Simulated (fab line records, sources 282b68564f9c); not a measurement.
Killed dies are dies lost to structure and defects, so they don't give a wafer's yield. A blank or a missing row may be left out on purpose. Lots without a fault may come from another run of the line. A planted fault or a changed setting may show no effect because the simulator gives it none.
Which tool did it? | flow rit_cmos | 7 lots, 21 wafers sampled, at 2 steps of a route of 202

WHAT THE GAUGES READ, wafer by wafer
RIT_REOX_THK_MEAS_04.
lot  | measured    | on            | REOX_OXIDE_THK (nm)
L373 | day 3 03:10 | film_metro-04 | 25.4 25.7 25.2
L375 | day 3 09:26 | film_metro-03 | 25.1 25.3 25.1
L377 | day 3 21:37 | film_metro-03 | 25.3 25.2 25.1
L379 | day 4 04:22 | film_metro-02 | 24.0 24.2 24.0
L381 | day 4 15:10 | film_metro-04 | 23.0 22.9 22.7
L383 | day 5 00:19 | film_metro-03 | 23.3 22.7 22.6
L394 | day 7 09:39 | film_metro-03 | 25.2 25.1 25.1

WHICH TOOL RAN EACH LOT (tool, then ch and the chambers of the sampled wafers, then the start)
lot  | RIT_REOX_OXIDATION_03
L373 | furnace-03 ch 0, day 3 00:37
L375 | furnace-04 ch 0, day 3 06:53
L377 | furnace-03 ch 0, day 3 19:04
L379 | furnace-01 ch 0, day 4 01:47
L381 | furnace-01 ch 0, day 4 12:36
L383 | furnace-01 ch 0, day 4 21:44
L394 | furnace-04 ch 0, day 7 07:04
- RIT_REOX_OXIDATION_03: target thk 25.2 nm, ox time 5580 s.

THE ANSWER, worked out from the rows above alone
Rule: what is usual is taken from the lots themselves. Put in order of their means at a reading, lots are off if they are a third of the lots or fewer, leave a main group of 4 or more, and stand apart from it by a gap of 3 or more times the standard deviation of the main group's means; of several such gaps the widest counts. A main group whose means are all the same, to the digits that the tables above print for the reading, isn't used. A lot without any number at a reading at which 4 lots or more have one is off too. The other lots that the step has rows for count as sound.
No lot is off at any reading shown: from this, nothing can be told.

WHAT THE SIMULATOR HAD PUT IN
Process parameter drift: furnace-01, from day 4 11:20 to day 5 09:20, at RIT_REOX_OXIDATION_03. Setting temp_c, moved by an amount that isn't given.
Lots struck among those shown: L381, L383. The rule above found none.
